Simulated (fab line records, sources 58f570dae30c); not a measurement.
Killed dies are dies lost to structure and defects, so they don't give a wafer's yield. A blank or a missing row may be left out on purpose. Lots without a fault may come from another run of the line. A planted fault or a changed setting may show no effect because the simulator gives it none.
One fault seen from 2 desks | flow berkeley_cmos170 | each desk has only its own numbers; what lay behind them comes last

THE TOOL OWNER'S DESK: implanter-04
The tool's own readings at UCB170_NVT_IMPLANT_07: means of the sampled wafers that have a number, for each lot that ran on this tool. A lot is out of limits, marked OUT, if its mean lies more than 4 standard deviations from the usual mean; the brackets give that distance.
Columns: A = faraday_current_uA at UCB170_NVT_IMPLANT_07, usual 9.50
lot  | first seen here | A
L521 | day 8 12:41     | 9.31
L531 | day 10 15:03    | 9.54
L533 | day 11 00:17    | 9.52
This desk's finding: nothing out of limits on any of the 3 lots.

THE METROLOGY DESK
What the gauges read, lot by lot, whatever tool the lot ran on: means of the sampled wafers that have a number. A lot is out of limits, marked OUT, if its mean lies more than 4 standard deviations from the usual mean; the brackets give that distance. Of its 11 readings 7 are shown: those that lie furthest out on some lot.
Columns: A = SACOX_OXIDE_THK at UCB170_SACOX_THK_MEAS_02, usual 14.36 nm; B = NVT_TW at UCB170_NVT_TW_MEAS_09, usual 529; C = PVT_OVL at UCB170_PVT_OVL_MEAS_06, usual 3 nm; D = PVT_TW at UCB170_PVT_TW_MEAS_09, usual 509; E = GATE_OXIDE_THK at UCB170_GATE_THK_MEAS_02, usual 6.60 nm; F = GATE_POLY_THK at UCB170_GATE_THK_MEAS_05, usual 217.8 nm; G = cd_nm at UCB170_GATE_CD_MEAS_12, usual 350.1 nm
lot  | first seen here | A     | B   | C  | D   | E    | F     | G
L513 | day 5 19:25     | 14.49 | 536 | -5 | 507 | 6.82 | 218.5 | 349.9
L521 | day 7 20:48     | 14.32 | 520 | 2  | 514 | 6.62 | 216.0 | 349.8
L530 | day 10 00:01    | 14.18 | 529 | 7  | 496 | 6.63 | 215.9 | 347.9
L531 | day 10 00:02    | 14.53 | 520 | 1  | 517 | 6.59 | 218.7 | 349.6
L534 | day 10 11:13    | 14.03 | 528 | 11 | 513 | 6.85 | 220.4 | 349.7
L533 | day 10 11:14    | 14.17 | 522 | 4  | 512 | 6.59 | 217.5 | 351.1
This desk's finding: nothing out of limits on any of the 6 lots.

PUT TOGETHER
The tool owner's desk saw nothing out of limits.
The metrology desk saw nothing out of limits.

WHAT THE SIMULATOR HAD PUT IN
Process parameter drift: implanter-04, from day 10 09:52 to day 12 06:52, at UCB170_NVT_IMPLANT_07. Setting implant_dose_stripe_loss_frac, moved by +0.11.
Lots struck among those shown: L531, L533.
